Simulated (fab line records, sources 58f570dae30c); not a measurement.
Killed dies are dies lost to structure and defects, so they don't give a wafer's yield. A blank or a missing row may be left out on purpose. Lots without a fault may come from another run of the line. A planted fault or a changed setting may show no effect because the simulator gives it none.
One fault seen from 2 desks | flow berkeley_cmos170 | each desk has only its own numbers; what lay behind them comes last

THE METROLOGY DESK
What the gauges read, lot by lot, whatever tool the lot ran on: means of the sampled wafers that have a number. A lot is out of limits, marked OUT, if its mean lies more than 4 standard deviations from the usual mean; the brackets give that distance.
Columns: A = PLDD_TW at UCB170_PLDD_TW_MEAS_11, usual 1004; B = cd_nm at UCB170_NLDD_CD_MEAS_06, usual 1200.0 nm; C = NLDD_OVL at UCB170_NLDD_OVL_MEAS_07, usual -2 nm
lot  | first seen here | A    | B      | C
L575 | day 8 00:40     | 1010 | 1199.9 | 0
L581 | day 9 00:14     | 1009 | 1198.4 | -2
L582 | day 9 00:28     | 1002 | 1200.2 | 1
L580 | day 9 00:36     | 1012 | 1200.3 | -2
L583 | day 9 13:15     | 1008 | 1197.9 | 2
L585 | day 9 14:14     | 999  | 1201.6 | -5
L593 | day 11 05:47    | 1010 | 1199.2 | 1
This desk's finding: nothing out of limits on any of the 7 lots.

THE TOOL OWNER'S DESK: implanter-03
The tool's own readings at UCB170_NLDD_IMPLANT_09: means of the sampled wafers that have a number, for each lot that ran on this tool. A lot is out of limits, marked OUT, if its mean lies more than 4 standard deviations from the usual mean; the brackets give that distance.
Columns: A = beam_energy_keV at UCB170_NLDD_IMPLANT_09, usual 30.000
lot  | first seen here | A
L581 | day 9 01:59     | 29.998
L580 | day 9 02:50     | 28.049 (-99 or more) OUT
L583 | day 9 15:23     | 28.063 (-99 or more) OUT
L585 | day 9 17:54     | 28.069 (-99 or more) OUT
This desk's finding: out of limits on L580, L583, L585; first on L580, day 9 02:50 (beam_energy_keV at UCB170_NLDD_IMPLANT_09). In limits: L581.

PUT TOGETHER
The tool owner's desk could have raised an alarm at day 9 02:50, on L580, L583, L585.
The metrology desk saw nothing out of limits.
The metrology desk has L580, L583, L585 on record, within its limits.
Of the lots named, all ran UCB170_NLDD_IMPLANT_09 on implanter-03.

WHAT THE SIMULATOR HAD PUT IN
Process parameter drift: implanter-03, from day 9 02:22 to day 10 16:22, at UCB170_NLDD_IMPLANT_09. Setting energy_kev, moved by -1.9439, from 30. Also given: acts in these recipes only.
Lots struck among those shown: L580, L583, L585.
Hours from the fault's start to each desk's first reading out of limits: the tool owner's desk, 0.
